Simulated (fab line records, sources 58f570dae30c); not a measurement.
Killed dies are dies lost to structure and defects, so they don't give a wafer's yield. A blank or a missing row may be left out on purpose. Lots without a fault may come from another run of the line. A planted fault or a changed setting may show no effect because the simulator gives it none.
Which tool did it? | flow berkeley_cmos170 | 7 lots, 21 wafers sampled, at 1 step of a route of 331

WHAT THE GAUGES READ, wafer by wafer
UCB170_START_BOW_MEAS_00.
lot  | measured    | on            | INCOMING_BOW (um)
L332 | day 2 06:02 | film_metro-02 | -4 -5 2
L334 | day 2 16:00 | film_metro-02 | -8 1 -4
L337 | day 3 07:00 | film_metro-01 | -10 -8 -5
L339 | day 3 17:00 | film_metro-04 | -8 -5 2
L345 | day 4 23:01 | film_metro-01 | -10 4 3
L349 | day 5 19:00 | film_metro-04 | 3 -6 4
L351 | day 6 05:01 | film_metro-01 | 16 7 -7

WHICH TOOL RAN EACH LOT (tool, then ch and the chambers of the sampled wafers, then the start)
The record holds no process step before these readings.

THE ANSWER, worked out from the rows above alone
Rule: what is usual is taken from the lots themselves. Put in order of their means at a reading, lots are off if they are a third of the lots or fewer, leave a main group of 4 or more, and stand apart from it by a gap of 3 or more times the standard deviation of the main group's means; of several such gaps the widest counts. A main group whose means are all the same, to the digits that the tables above print for the reading, isn't used. A lot without any number at a reading at which 4 lots or more have one is off too. The other lots that the step has rows for count as sound.
No lot is off at any reading shown: from this, nothing can be told.

WHAT THE SIMULATOR HAD PUT IN
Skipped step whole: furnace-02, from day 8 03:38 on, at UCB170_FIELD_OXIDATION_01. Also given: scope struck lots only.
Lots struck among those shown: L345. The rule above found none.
